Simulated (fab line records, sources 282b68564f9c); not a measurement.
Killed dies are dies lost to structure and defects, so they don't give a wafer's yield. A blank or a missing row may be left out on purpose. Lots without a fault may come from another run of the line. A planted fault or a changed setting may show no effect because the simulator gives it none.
Which tool did it? | flow rit_cmos | 14 lots, 42 wafers sampled, at 5 steps of a route of 202

WHAT THE GAUGES READ, wafer by wafer
RIT_GATE_THK_MEAS_07. Usual: GATE_OXIDE_THK 2.98 nm, standard deviation 0.062.
lot  | measured    | on            | GATE_OXIDE_THK (nm) | flag
L747 | day 2 13:38 | film_metro-04 | 3.10 3.05 2.98      |
L749 | day 3 05:08 | film_metro-02 | 3.00 3.04 3.01      |
L750 | day 3 05:08 | film_metro-04 | 2.96 2.99 3.03      |
L751 | day 3 16:50 | film_metro-02 | 2.91 2.95 2.90      |
L753 | day 4 05:52 | film_metro-01 | 2.95 2.89 2.96      |
L756 | day 4 13:25 | film_metro-02 | 3.02 3.04 3.03      |
L757 | day 4 15:10 | film_metro-04 | 2.94 2.90 2.97      |
L758 | day 5 00:32 | film_metro-02 | 2.99 2.91 2.92      |
L759 | day 5 01:55 | film_metro-04 | 3.03 3.07 3.04      |
L760 | day 5 06:50 | film_metro-02 | 2.90 2.97 2.91      |
L761 | day 5 10:57 | film_metro-02 | 3.07 2.94 2.93      |
L763 | day 5 21:21 | film_metro-04 | 2.99 3.02 3.04      |
L766 | day 6 13:23 | film_metro-04 | 2.61 2.73 2.71      | OFF
L769 | day 7 07:58 | film_metro-04 | 2.72 2.69 2.73      | OFF

RIT_GATE_OVL_MEAS_17. Usual: GATE_OVL 0.6 nm, standard deviation 1.3.
lot  | measured    | on         | GATE_OVL (nm)  | flag
L747 | day 2 16:28 | overlay-02 | 2.1 2.2 2.3    |
L749 | day 3 08:40 | overlay-02 | 0.5 2.0 0.2    |
L750 | day 3 08:54 | overlay-01 | -0.2 0.1 0.0   |
L751 | day 3 20:20 | overlay-02 | -0.4 0.8 -0.3  |
L753 | day 4 08:49 | overlay-02 | 2.0 1.4 0.8    |
L756 | day 4 16:10 | overlay-02 | 0.5 1.8 0.1    |
L757 | day 4 18:47 | overlay-02 | 1.2 1.1 2.1    |
L758 | day 5 03:28 | overlay-02 | -1.1 -3.6 -1.2 |
L759 | day 5 04:37 | overlay-01 | -1.1 0.1 1.2   |
L760 | day 5 09:39 | overlay-02 | 1.8 1.7 1.1    |
L761 | day 5 13:47 | overlay-01 | 0.8 0.8 0.6    |
L763 | day 6 00:10 | overlay-01 | 3.1 3.6 2.2    |
L766 | day 6 16:32 | overlay-01 | -0.4 -2.0 0.1  |
L769 | day 7 10:56 | overlay-01 | 0.0 1.0 0.9    |

RIT_NSD_OVL_MEAS_06. Usual: NSD_OVL 0.0 nm, standard deviation 1.3.
lot  | measured    | on         | NSD_OVL (nm)   | flag
L747 | day 3 07:05 | overlay-01 | 0.2 0.6 -0.1   |
L749 | day 3 20:44 | overlay-01 | -2.8 -1.2 0.5  |
L750 | day 3 22:33 | overlay-01 | 1.0 -0.3 0.8   |
L751 | day 4 06:56 | overlay-01 | -0.6 -2.1 -1.0 |
L753 | day 4 19:55 | overlay-01 | 1.7 1.8 0.7    |
L756 | day 5 03:09 | overlay-01 | 1.3 -1.3 -1.5  |
L757 | day 5 07:13 | overlay-02 | -1.9 -1.2 -1.3 |
L758 | day 5 13:44 | overlay-01 | -0.2 -0.1 -0.7 |
L759 | day 5 15:51 | overlay-01 | -1.1 -0.5 -2.9 |
L760 | day 5 21:57 | overlay-01 | -1.0 -0.7 1.4  |
L761 | day 5 23:56 | overlay-02 | -1.5 -0.9 -0.5 |
L763 | day 6 10:11 | overlay-02 | 1.9 1.4 1.5    |
L766 | day 7 08:41 | overlay-01 | 0.0 1.1 0.7    |
L769 | day 7 22:11 | overlay-01 | 1.2 1.9 0.9    |

RIT_PSD_OVL_MEAS_06. Usual: PSD_OVL 2.3 nm, standard deviation 1.2.
lot  | measured    | on         | PSD_OVL (nm) | flag
L747 | day 3 08:40 | overlay-01 | 2.8 2.4 3.8  |
L749 | day 3 22:17 | overlay-02 | 2.3 0.7 -0.8 |
L750 | day 4 00:05 | overlay-01 | 2.6 3.7 3.4  |
L751 | day 4 08:31 | overlay-01 | 2.8 1.5 2.1  |
L753 | day 4 21:28 | overlay-01 | 1.6 1.8 2.9  |
L756 | day 5 04:46 | overlay-01 | 1.5 3.1 2.6  |
L757 | day 5 08:45 | overlay-01 | 1.5 2.3 1.9  |
L758 | day 5 15:12 | overlay-01 | 0.9 0.6 1.4  |
L759 | day 5 17:24 | overlay-02 | 2.4 2.5 0.7  |
L760 | day 5 23:22 | overlay-02 | 1.1 0.4 1.2  |
L761 | day 6 01:22 | overlay-01 | 2.8 2.4 4.3  |
L763 | day 6 11:49 | overlay-02 | 0.2 2.8 0.9  |
L766 | day 7 10:20 | overlay-01 | 2.7 3.4 4.0  |
L769 | day 7 23:37 | overlay-02 | 2.2 2.1 1.6  |

WHICH TOOL RAN EACH LOT (tool, then ch and the chambers of the sampled wafers, then the start)
lot  | RIT_GATE_OXIDATION_05
L747 | furnace-04 ch 0, day 2 10:22
L749 | furnace-03 ch 0, day 2 23:16
L750 | furnace-03 ch 0, day 2 23:16
L751 | furnace-03 ch 0, day 3 14:11
L753 | furnace-01 ch 0, day 4 02:25
L756 | furnace-04 ch 0, day 4 11:01
L757 | furnace-04 ch 0, day 4 12:05
L758 | furnace-03 ch 0, day 4 23:01
L759 | furnace-04 ch 0, day 5 00:35
L760 | furnace-04 ch 0, day 5 03:32
L761 | furnace-03 ch 0, day 5 08:47
L763 | furnace-03 ch 0, day 5 18:43
L766 | furnace-03 ch 0, day 6 12:04
L769 | furnace-03 ch 0, day 7 02:08
- RIT_GATE_OXIDATION_05: target thk 3 nm, ox time 270 s.

WHAT THE TOOLS THEMSELVES READ (means of the sampled wafers that have a number; where no wafer has one, the mark that the record gives instead)
RIT_GATE_OXIDATION_05. Usual: spike_tc_centre_C 902.8 C, standard deviation 2.3; spike_tc_load_C 927.5 C, standard deviation 2.
lot  | tool       | spike_tc_centre_C (C) | spike_tc_load_C (C) | flag
L747 | furnace-04 | 902.7                 | 924.5               |
L749 | furnace-03 | 903.8                 | 929.1               |
L750 | furnace-03 | 904.7                 | 929.0               |
L751 | furnace-03 | 904.4                 | 929.5               |
L753 | furnace-01 | 899.5                 | 927.7               |
L756 | furnace-04 | 902.1                 | 924.7               |
L757 | furnace-04 | 902.6                 | 925.4               |
L758 | furnace-03 | 904.6                 | 929.6               |
L759 | furnace-04 | 902.1                 | 924.9               |
L760 | furnace-04 | 902.4                 | 925.0               |
L761 | furnace-03 | 905.7                 | 929.0               |
L763 | furnace-03 | 904.5                 | 929.2               |
L766 | furnace-03 | 906.3                 | 929.2               |
L769 | furnace-03 | 905.2                 | 928.8               |

THE ANSWER, worked out from the rows above alone
Rule: a lot is off if the mean of its wafers that have a number lies more than 3 standard deviations from the usual mean. A lot without any number at a reading at which 4 lots or more have one is off too. The other lots that the step has rows for count as sound. The gauges are gone through in route order, then the tools' own readings, and for those a lot's mean is taken as printed above. The first step at which some lot is off is used, and at that step the reading that is off furthest; a lot without a number counts as furthest.
Off: L766, L769, at RIT_GATE_THK_MEAS_07 (GATE_OXIDE_THK).
A tool fits if, at a process step before that reading, it ran every lot that is off, and no sound lot after the first of them. The gauges at RIT_GATE_THK_MEAS_07 are tried like those tools. Can't be told from this: 2 tools fit, furnace-03 at RIT_GATE_OXIDATION_05, film_metro-04 at RIT_GATE_THK_MEAS_07.

WHAT THE SIMULATOR HAD PUT IN
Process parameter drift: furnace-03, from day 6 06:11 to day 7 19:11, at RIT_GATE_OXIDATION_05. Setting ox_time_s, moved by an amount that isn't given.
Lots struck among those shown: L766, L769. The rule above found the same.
